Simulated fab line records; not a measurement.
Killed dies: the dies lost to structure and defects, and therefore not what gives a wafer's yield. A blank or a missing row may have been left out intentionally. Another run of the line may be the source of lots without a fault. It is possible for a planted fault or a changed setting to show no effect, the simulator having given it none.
Struck lot and sound lot, side by side | flow berkeley-cmos170 | 14 out of 331 route steps
Sound: the wafers L425.3, L425.5, L425.6. Wafers struck: L434.2, L434.3, L434.4. The cause is given at the end.
Each step with rows lists, per side, the tool, then ch with its chambers, then its first start. Under that, the readings that differ: sound wafers | struck wafers | difference of the means | sigmas: that difference in standard deviations of wafers without a fault.
alike: readings with means less than 2 such deviations apart, plus words and numbers identical on both sides. not compared: withheld readings, readings lacking a value on some wafer, bounds such as >300 that could conceal the same value, and numbers that have no deviation in the record and whose values overlap.
Wherever a step has rows on one side only, a row that says differs or no value, or a row with sigmas, the two part there. Non-overlapping numbers with no deviation appear without sigmas and do not part them. A reading that every wafer of one side lacks parts them only if that side has two wafers or more.

first, 1 step without rows for these wafers: UCB170_NLDD_IMPLANT_09.
UCB170_NLDD_STRIP_10: strips in O2.
  sound on plasma-asher-02 ch 0,1, day 8 09:04; struck on plasma-asher-04 ch 0,1, day 10 03:31
  reading                      | sound             | struck            | difference | sigmas
  strip-time-to-endpoint-s (s) | 21.62 21.62 21.55 | 21.78 21.79 21.78 | +0.19      | +3
  alike: drypump-motor-current-A, oes-product-au
  not compared: rf-hours-counter-h
UCB170_NLDD_TW_MEAS_11:
  struck on film-metro-02, day 10 03:37; sound on film-metro-02, day 8 09:09
  alike: NLDD_TW
then, 1 step without rows for these wafers: UCB170_NLDD_CLEAN_12 (cleans in SPM, time 600 s).
UCB170_SPACER_CVD_00: deposits SiO2 from TEOS/O2, target thk 376 nm, time 45.16 s.
  sound on pecvd-03 ch 0,1, day 8 09:23; struck on pecvd-04 ch 1,2, day 10 03:51
  alike: heater-power-w
  not compared: since-wet-clean-h
UCB170_SPACER_THK_MEAS_01:
  struck on film-metro-04, day 10 03:54; sound on film-metro-04, day 8 09:26
  alike: SPACER_TEOS_THK
then, 1 step without rows for these wafers: UCB170_SPACER_ANNEAL_02 (time 1800 s).
UCB170_SPACER_ETCHBACK_03: etches SiO2 in CHF3/CF4/Ar, stops on Si, target depth 376 nm, time 100 s.
  sound on rie-diel-04 ch 0,2,3, day 8 16:06; struck on rie-diel-03 ch 0,1,2, day 10 09:38
  alike: cf4-flow-sccm, drypump-motor-current-A, oes-product-au, throttle-valve-pct
  not compared: rf-hours-counter-h
then, 4 steps without rows for these wafers: UCB170_PSD_HMDS_00 (prime time 60 s); UCB170_PSD_COAT_01 (resist thk 900 nm); UCB170_PSD_SOFTBAKE_02 (time 60 s); UCB170_PSD_EXPOSE_03 (exposes mask PSELECT MOD, target cd 1200 nm).
UCB170_PSD_PEB_04:
  struck on litho-track-01, day 10 10:26; sound on litho-track-02 ch 0, day 8 17:28
  no value came back on the struck wafers for chill-plate-temp-C (C), exhaust-pa (Pa); on the sound wafers chill-plate-temp-C (C) reads 22.92 22.97 22.87
then, 1 step without rows for these wafers: UCB170_PSD_DEVELOP_05 (develop time 45 s).

## WHERE THEY PART
First at UCB170_NLDD_STRIP_10; last, within this record, at UCB170_PSD_PEB_04.

WHY: what had been put in by the simulator
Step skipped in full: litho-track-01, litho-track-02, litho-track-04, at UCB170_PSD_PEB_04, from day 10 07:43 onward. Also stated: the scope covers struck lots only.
